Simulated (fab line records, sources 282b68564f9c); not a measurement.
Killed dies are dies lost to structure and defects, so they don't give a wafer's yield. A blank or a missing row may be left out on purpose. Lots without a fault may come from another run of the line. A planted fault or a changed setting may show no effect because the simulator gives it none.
Which tool did it? | flow rit_cmos | 7 lots, 21 wafers sampled, at 2 steps of a route of 202

WHAT THE GAUGES READ, wafer by wafer
RIT_GATE_THK_MEAS_07.
lot  | measured    | on            | GATE_OXIDE_THK (nm)
L182 | day 2 19:29 | film_metro-02 | 3.01 2.97 3.08
L186 | day 3 16:04 | film_metro-01 | 3.07 3.06 3.04
L189 | day 4 05:29 | film_metro-01 | 3.05 3.02 3.08
L191 | day 4 18:07 | film_metro-01 | 2.99 3.03 2.99
L194 | day 5 09:07 | film_metro-01 | 2.98 3.06 3.08
L196 | day 5 14:21 | film_metro-03 | 2.99 3.05 2.95
L204 | day 7 06:32 | film_metro-03 | 0.36 0.41 0.34

WHICH TOOL RAN EACH LOT (tool, then ch and the chambers of the sampled wafers, then the start)
lot  | RIT_GATE_OXIDATION_05
L182 | furnace-04 ch 0, day 2 16:08
L186 | furnace-03 ch 0, day 3 13:29
L189 | furnace-01 ch 0, day 4 03:11
L191 | furnace-03 ch 0, day 4 16:47
L194 | furnace-01 ch 0, day 5 07:47
L196 | furnace-04 ch 0, day 5 12:18
L204 | furnace-03 ch 0, day 7 04:45
- RIT_GATE_OXIDATION_05: target thk 3 nm, ox time 270 s.

THE ANSWER, worked out from the rows above alone
Rule: what is usual is taken from the lots themselves. Put in order of their means at a reading, lots are off if they are a third of the lots or fewer, leave a main group of 4 or more, and stand apart from it by a gap of 3 or more times the standard deviation of the main group's means; of several such gaps the widest counts. A main group whose means are all the same, to the digits that the tables above print for the reading, isn't used. A lot without any number at a reading at which 4 lots or more have one is off too. The other lots that the step has rows for count as sound.
Off: L204, at RIT_GATE_THK_MEAS_07 (GATE_OXIDE_THK). The main group: mean 3.03 nm, standard deviation 0.023.
A tool fits if, at a process step before that reading, it ran every lot that is off, and no sound lot after the first of them. The gauges at RIT_GATE_THK_MEAS_07 are tried like those tools. Can't be told from this: 2 tools fit, furnace-03 at RIT_GATE_OXIDATION_05, film_metro-03 at RIT_GATE_THK_MEAS_07.

WHAT THE SIMULATOR HAD PUT IN
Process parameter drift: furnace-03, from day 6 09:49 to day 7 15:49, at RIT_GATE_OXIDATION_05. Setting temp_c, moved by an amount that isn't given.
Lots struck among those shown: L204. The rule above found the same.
